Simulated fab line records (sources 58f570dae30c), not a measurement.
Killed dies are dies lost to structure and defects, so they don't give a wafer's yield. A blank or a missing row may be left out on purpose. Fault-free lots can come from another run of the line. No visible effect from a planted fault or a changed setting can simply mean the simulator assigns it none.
Which tool was responsible? :: flow berkeley-cmos170 :: 14 lots with 42 wafers sampled at 4 steps, on a route of 331 steps

== WHAT EACH GAUGE READ, for each wafer ==
UCB170_PFIELD_OVL_MEAS_06.
lot: L960
measured: day 4 13:38
on: overlay-02
PFIELD_OVL (nm): -5 6 -1

lot: L963
measured: day 4 21:37
on: overlay-01
PFIELD_OVL (nm): -2 -6 -9

lot: L962
measured: day 4 21:22
on: overlay-02
PFIELD_OVL (nm): 1 7 1

lot: L964
measured: day 5 12:38
on: overlay-01
PFIELD_OVL (nm): -10 -1 2

lot: L965
measured: day 5 12:21
on: overlay-02
PFIELD_OVL (nm): -6 2 5

lot: L966
measured: day 6 03:16
on: overlay-02
PFIELD_OVL (nm): 11 6 2

lot: L968
measured: day 6 03:00
on: overlay-02
PFIELD_OVL (nm): 4 3 6

lot: L967
measured: day 6 03:33
on: overlay-02
PFIELD_OVL (nm): 1 2 -3

lot: L969
measured: day 6 10:05
on: overlay-02
PFIELD_OVL (nm): 1 0 -2

lot: L975
measured: day 8 01:12
on: overlay-01
PFIELD_OVL (nm): 9 11 15

lot: L977
measured: day 8 08:28
on: overlay-02
PFIELD_OVL (nm): -1 -3 -10

lot: L980
measured: day 9 04:08
on: overlay-02
PFIELD_OVL (nm): 2 4 10

lot: L981
measured: day 9 18:41
on: overlay-01
PFIELD_OVL (nm): 3 -10 -4

lot: L982
measured: day 9 19:23
on: overlay-02
PFIELD_OVL (nm): -1 8 3

UCB170_V1_CD_MEAS_12 targets a cd of 700 nm.
lot: L960
measured: day 8 02:02
on: cd-sem-02
cd-nm (nm): 700.1 698.8 698.7

lot: L963
measured: day 8 11:26
on: cd-sem-02
cd-nm (nm): 700.5 698.9 702.4

lot: L962
measured: day 8 01:37
on: cd-sem-01
cd-nm (nm): 700.0 698.7 699.9

lot: L964
measured: day 9 04:04
on: cd-sem-01
cd-nm (nm): 699.1 700.3 700.9

lot: L965
measured: day 9 04:02
on: cd-sem-02
cd-nm (nm): 700.4 699.5 698.9

lot: L966
measured: day 9 16:39
on: cd-sem-02
cd-nm (nm): 698.7 699.2 698.1

lot: L968
measured: day 9 16:31
on: cd-sem-01
cd-nm (nm): 701.2 700.0 700.9

lot: L967
measured: day 9 18:19
on: cd-sem-02
cd-nm (nm): 699.3 698.3 698.5

lot: L969
measured: day 9 18:04
on: cd-sem-01
cd-nm (nm): 699.1 699.9 700.1

lot: L975
measured: day 11 19:13
on: cd-sem-01
cd-nm (nm): 701.3 701.4 701.8

lot: L977
measured: day 12 05:43
on: cd-sem-01
cd-nm (nm): 700.3 700.5 701.5

lot: L980
measured: day 12 14:34
on: cd-sem-01
cd-nm (nm): 699.9 697.9 698.3

lot: L981
measured: day 13 10:37
on: cd-sem-01
cd-nm (nm): 698.1 698.1 697.7

lot: L982
measured: day 13 11:50
on: cd-sem-02
cd-nm (nm): 700.6 699.7 698.1

== WHICH TOOL RAN EACH LOT (tool, then ch and the chambers of the sampled wafers, then the start) ==
lot: L960
UCB170_NWELL_WET_ETCH_19: wet-bench-01 ch 1, day 2 16:38
UCB170_PSD_STRIP_09: plasma-asher-04 ch 0,1, day 7 09:24

lot: L963
UCB170_NWELL_WET_ETCH_19: wet-bench-01 ch 2, day 3 00:54
UCB170_PSD_STRIP_09: plasma-asher-01 ch 0, day 7 15:22

lot: L962
UCB170_NWELL_WET_ETCH_19: wet-bench-01 ch 1, day 3 01:42
UCB170_PSD_STRIP_09: plasma-asher-01 ch 0,1, day 7 09:14

lot: L964
UCB170_NWELL_WET_ETCH_19: wet-bench-03 ch 0, day 3 11:34
UCB170_PSD_STRIP_09: plasma-asher-01 ch 0,1, day 8 12:22

lot: L965
UCB170_NWELL_WET_ETCH_19: wet-bench-02 ch 3, day 3 12:13
UCB170_PSD_STRIP_09: plasma-asher-03 ch 0,1, day 8 12:04

lot: L966
UCB170_NWELL_WET_ETCH_19: wet-bench-02 ch 0, day 3 21:53
UCB170_PSD_STRIP_09: plasma-asher-03 ch 0,1, day 8 23:14

lot: L968
UCB170_NWELL_WET_ETCH_19: wet-bench-02 ch 2, day 4 05:14
UCB170_PSD_STRIP_09: plasma-asher-01 ch 0,1, day 8 22:59

lot: L967
UCB170_NWELL_WET_ETCH_19: wet-bench-01 ch 2, day 4 06:02
UCB170_PSD_STRIP_09: plasma-asher-01 ch 0,1, day 8 23:28

lot: L969
UCB170_NWELL_WET_ETCH_19: wet-bench-03 ch 3, day 4 10:11
UCB170_PSD_STRIP_09: plasma-asher-04 ch 0, day 8 23:07

lot: L975
UCB170_NWELL_WET_ETCH_19: wet-bench-02 ch 1, day 5 21:22
UCB170_PSD_STRIP_09: plasma-asher-04 ch 0,1, day 11 00:09

lot: L977
UCB170_NWELL_WET_ETCH_19: wet-bench-01 ch 2, day 6 05:17
UCB170_PSD_STRIP_09: plasma-asher-01 ch 0,1, day 11 12:41

lot: L980
UCB170_NWELL_WET_ETCH_19: wet-bench-01 ch 0, day 6 17:29
UCB170_PSD_STRIP_09: plasma-asher-01 ch 0,1, day 11 23:39

lot: L981
UCB170_NWELL_WET_ETCH_19: wet-bench-02 ch 2, day 7 05:10
UCB170_PSD_STRIP_09: plasma-asher-04 ch 0,1, day 12 17:44

lot: L982
UCB170_NWELL_WET_ETCH_19: wet-bench-01 ch 3, day 7 09:07
UCB170_PSD_STRIP_09: plasma-asher-01 ch 0,1, day 12 17:34
- UCB170_NWELL_WET_ETCH_19: etches SiO2 in BOE, time 22 s.
- UCB170_PSD_STRIP_09: strips in O2.

== AS READ BY THE TOOLS THEMSELVES (means over the sampled wafers that have a number; for cases with no such wafer, the mark the record gives instead) ==
UCB170_NWELL_WET_ETCH_19.
lot: L960
tool: wet-bench-01
bath-heat-duty-pct (%): 6.5
run-length-s (s): 49.3

lot: L963
tool: wet-bench-01
bath-heat-duty-pct (%): 6.1
run-length-s (s): 51.1

lot: L962
tool: wet-bench-01
bath-heat-duty-pct (%): 6.9
run-length-s (s): 48.5

lot: L964
tool: wet-bench-03
bath-heat-duty-pct (%): 5.7
run-length-s (s): 53.2

lot: L965
tool: wet-bench-02
bath-heat-duty-pct (%): 6.1
run-length-s (s): 49.1

lot: L966
tool: wet-bench-02
bath-heat-duty-pct (%): 6.8
run-length-s (s): 50.2

lot: L968
tool: wet-bench-02
bath-heat-duty-pct (%): 7.4
run-length-s (s): 48.2

lot: L967
tool: wet-bench-01
bath-heat-duty-pct (%): 6.6
run-length-s (s): 49.1

lot: L969
tool: wet-bench-03
bath-heat-duty-pct (%): 6.3
run-length-s (s): 49.4

lot: L975
tool: wet-bench-02
bath-heat-duty-pct (%): -
run-length-s (s): -

lot: L977
tool: wet-bench-01
bath-heat-duty-pct (%): -
run-length-s (s): -

lot: L980
tool: wet-bench-01
bath-heat-duty-pct (%): 6.1
run-length-s (s): 48.4

lot: L981
tool: wet-bench-02
bath-heat-duty-pct (%): 6.9
run-length-s (s): 48.5

lot: L982
tool: wet-bench-01
bath-heat-duty-pct (%): 5.7
run-length-s (s): 49.1

UCB170_PSD_STRIP_09.
lot: L960
tool: plasma-asher-04
drypump-motor-current-A (A): 5.7
oes-product-au (a.u.): 0.600
strip-time-to-endpoint-s (s): 29.46

lot: L963
tool: plasma-asher-01
drypump-motor-current-A (A): 5.5
oes-product-au (a.u.): 0.602
strip-time-to-endpoint-s (s): 29.45

lot: L962
tool: plasma-asher-01
drypump-motor-current-A (A): 5.4
oes-product-au (a.u.): 0.599
strip-time-to-endpoint-s (s): 29.40

lot: L964
tool: plasma-asher-01
drypump-motor-current-A (A): 5.2
oes-product-au (a.u.): 0.601
strip-time-to-endpoint-s (s): 29.47

lot: L965
tool: plasma-asher-03
drypump-motor-current-A (A): 5.7
oes-product-au (a.u.): 0.605
strip-time-to-endpoint-s (s): 29.43

lot: L966
tool: plasma-asher-03
drypump-motor-current-A (A): 5.7
oes-product-au (a.u.): 0.600
strip-time-to-endpoint-s (s): 29.37

lot: L968
tool: plasma-asher-01
drypump-motor-current-A (A): 5.4
oes-product-au (a.u.): 0.601
strip-time-to-endpoint-s (s): 29.48

lot: L967
tool: plasma-asher-01
drypump-motor-current-A (A): 5.4
oes-product-au (a.u.): 0.599
strip-time-to-endpoint-s (s): 29.37

lot: L969
tool: plasma-asher-04
drypump-motor-current-A (A): 6.1
oes-product-au (a.u.): 0.601
strip-time-to-endpoint-s (s): 29.35

lot: L975
tool: plasma-asher-04
drypump-motor-current-A (A): 5.9
oes-product-au (a.u.): 0.602
strip-time-to-endpoint-s (s): 29.42

lot: L977
tool: plasma-asher-01
drypump-motor-current-A (A): 5.4
oes-product-au (a.u.): 0.601
strip-time-to-endpoint-s (s): 29.43

lot: L980
tool: plasma-asher-01
drypump-motor-current-A (A): 5.4
oes-product-au (a.u.): 0.599
strip-time-to-endpoint-s (s): 29.45

lot: L981
tool: plasma-asher-04
drypump-motor-current-A (A): 5.8
oes-product-au (a.u.): 0.599
strip-time-to-endpoint-s (s): 29.39

lot: L982
tool: plasma-asher-01
drypump-motor-current-A (A): 5.2
oes-product-au (a.u.): 0.595
strip-time-to-endpoint-s (s): 29.52

== THE ANSWER, worked out from the rows above alone ==
Rule: what is usual is taken from the lots themselves. The widest of any qualifying gaps counts: lots, ordered by their means at a reading, are off when they make up no more than a third of the lots, leave a main group of 4 or more, and stand apart from it by 3 or more times the standard deviation of that group's means. If all means in a main group match to the digits the tables above print for the reading, that group is not used. Also off: a lot with no number at a reading for which 4 or more lots have one. All remaining lots with rows at the step are treated as sound. First the gauges in route order, then the tools' own readings, where a lot's mean is used as printed above. The first step at which some lot is off is used, and at that step the reading that is off furthest; a lot without a number counts as furthest.
Off: L975, L977, at UCB170_NWELL_WET_ETCH_19 (bath-heat-duty-pct). Without a number there: L975, L977. The main group has a mean of 6.4 % with a standard deviation of 0.5.
If a tool, at that step or one of the process steps before it, ran each lot that is off and ran no sound lot following the first of them, it fits. Of those tried, none fits.

== WHAT THE SIMULATOR PUT IN ==
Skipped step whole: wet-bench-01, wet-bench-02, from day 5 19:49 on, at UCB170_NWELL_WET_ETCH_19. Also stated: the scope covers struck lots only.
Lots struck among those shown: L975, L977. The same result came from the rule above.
